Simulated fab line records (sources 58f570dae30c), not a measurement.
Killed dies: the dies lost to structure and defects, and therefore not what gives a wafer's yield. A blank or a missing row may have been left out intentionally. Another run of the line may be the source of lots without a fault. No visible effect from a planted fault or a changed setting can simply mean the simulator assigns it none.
Which tool is to blame? -- flow berkeley-cmos170 -- 21 wafers sampled from 7 lots at 1 step of a route of 331

## WHAT EACH GAUGE READ, for each wafer
UCB170_NLDD_OVL_MEAS_07.
lot,measured,on,NLDD_OVL (nm)
L647,day 7 23:09,overlay-02,-6 -10 -5
L653,day 9 02:26,overlay-01,1 -6 -7
L658,day 9 19:20,overlay-01,4 0 -4
L659,day 10 10:28,overlay-01,-17 -3 -9
L663,day 11 07:34,overlay-01,-3 1 -5
L668,day 11 19:02,overlay-02,0 5 3
L669,day 12 13:13,overlay-02,-8 -11 -4

## TOOL THAT RAN EACH LOT (tool first, then ch and the chambers of the sampled wafers, then the start)
Record: no process step prior to these readings.

## THE ANSWER, worked out from the rows above alone
Rule: what is usual is taken from the lots themselves. The widest of any qualifying gaps counts: lots, ordered by their means at a reading, are off when they make up no more than a third of the lots, leave a main group of 4 or more, and stand apart from it by 3 or more times the standard deviation of that group's means. If all means in a main group match to the digits the tables above print for the reading, that group is not used. Also off: a lot with no number at a reading for which 4 or more lots have one. All remaining lots with rows at the step are treated as sound.
No lot is off at any reading shown: from this, nothing can be told.

## WHAT WAS PUT IN BY THE SIMULATOR
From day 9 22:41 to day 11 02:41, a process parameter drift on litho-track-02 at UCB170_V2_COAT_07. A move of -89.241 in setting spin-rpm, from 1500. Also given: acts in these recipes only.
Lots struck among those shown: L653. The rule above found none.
